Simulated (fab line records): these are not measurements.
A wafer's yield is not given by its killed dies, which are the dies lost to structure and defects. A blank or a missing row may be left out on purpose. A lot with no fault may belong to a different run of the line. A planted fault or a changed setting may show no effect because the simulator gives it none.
Check for tools in common	flow rit cmos	14 lots, 42 wafers sampled

## REASON FOR OPENING
2 of 14 lots carry a flag on the reading M1_OVL at RIT_M1_OVL_MEAS_10. Wafers without a fault read 0.8 nm, standard deviation 1.7.
Rule: a lot gets a flag if all its wafers with a number sit over 4 standard deviations from that mean, or if no wafer of it has a number. All remaining lots are regarded as sound.

lot	measured	on	M1_OVL (nm), wafer by wafer	flag
L618	day 3 10:22	overlay-02	1.0 1.9 0.5	
L619	day 3 15:53	overlay-01	0.1 0.6 -2.5	
L620	day 3 17:42	overlay-01	0.8 0.3 0.8	
L621	day 3 22:07	overlay-01	1.0 0.7 0.5	
L623	day 4 11:47	overlay-02	3.7 0.9 1.6	
L626	day 5 03:05	overlay-02	-1.8 -2.2 -2.1	
L628	day 5 15:40	overlay-02	304.2 304.7 305.8	FLAGGED
L630	day 5 23:31	overlay-01	4.3 4.3 3.5	
L632	day 6 10:41	overlay-01	304.0 304.2 304.8	FLAGGED
L635	day 7 01:12	overlay-02	4.4 3.7 4.0	
L636	day 7 02:40	overlay-01	1.6 2.8 2.7	
L637	day 7 07:59	overlay-02	1.6 -0.5 0.3	
L638	day 7 14:23	overlay-01	2.2 2.9 1.9	
L641	day 8 06:01	overlay-02	1.3 1.1 0.6	
Averaged over the flagged lots the numbers come to 304.6 nm, +303.8 nm from the usual (+99 or more standard deviations).

## EACH LOT AND THE TOOL IT RAN ON
The record holds 1 process step before the reading, out of a route of 202 steps. Each cell gives the tool, then ch followed by the chambers the sampled wafers passed through, then the start.
lot	flag	RIT_M1_EXPOSE_06
L618		iline stepper-01 ch 0, day 3 09:40
L619		iline stepper-02 ch 0, day 3 15:13
L620		iline stepper-01 ch 0, day 3 17:09
L621		iline stepper-02 ch 0, day 3 21:34
L623		iline stepper-01 ch 0, day 4 11:14
L626		iline stepper-02 ch 0, day 5 02:32
L628	FLAGGED	iline stepper-02 ch 0, day 5 15:07
L630		iline stepper-01 ch 0, day 5 22:57
L632	FLAGGED	iline stepper-02 ch 0, day 6 10:10
L635		iline stepper-01 ch 0, day 7 00:39
L636		iline stepper-01 ch 0, day 7 02:07
L637		iline stepper-01 ch 0, day 7 07:27
L638		iline stepper-01 ch 0, day 7 13:50
L641		iline stepper-01 ch 0, day 8 05:28
These steps, and what they do:
- RIT_M1_EXPOSE_06: exposes mask M12, target cd 2600 nm.
- RIT_M1_OVL_MEAS_10

## FLAGGED OVER TOTAL, TOOL BY TOOL (the gauges that took the reading come last)
step	tool	lots run	flagged	share of the flagged lots	sound lots run after its first flagged lot
RIT_M1_EXPOSE_06	iline stepper-01	9	0	none	-
RIT_M1_EXPOSE_06	iline stepper-02	5	2	all	0
RIT_M1_OVL_MEAS_10	overlay-01	7	1	some	2 (L636,L638)
RIT_M1_OVL_MEAS_10	overlay-02	7	1	some	3 (L635,L637,L641)

## THE TABLE: WHAT IT ALLOWS
All flagged lots share 1 row of the table, namely iline stepper-02 at RIT_M1_EXPOSE_06.
- iline stepper-02 at RIT_M1_EXPOSE_06 ran 5 lots, 2 of them flagged. A fault beginning between L626 (day 5 02:32), its last sound lot, and L628 (day 5 15:07), its first flagged one, fits the data.
Just one tool remains: iline stepper-02 at RIT_M1_EXPOSE_06.

## WHAT THE SIMULATOR HAD PUT IN
Scanner matching overlay: iline stepper-02, from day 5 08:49 on, at RIT_M1_EXPOSE_06. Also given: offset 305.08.
Shown lots that were struck: L628, L632. The rule above reached the same finding.
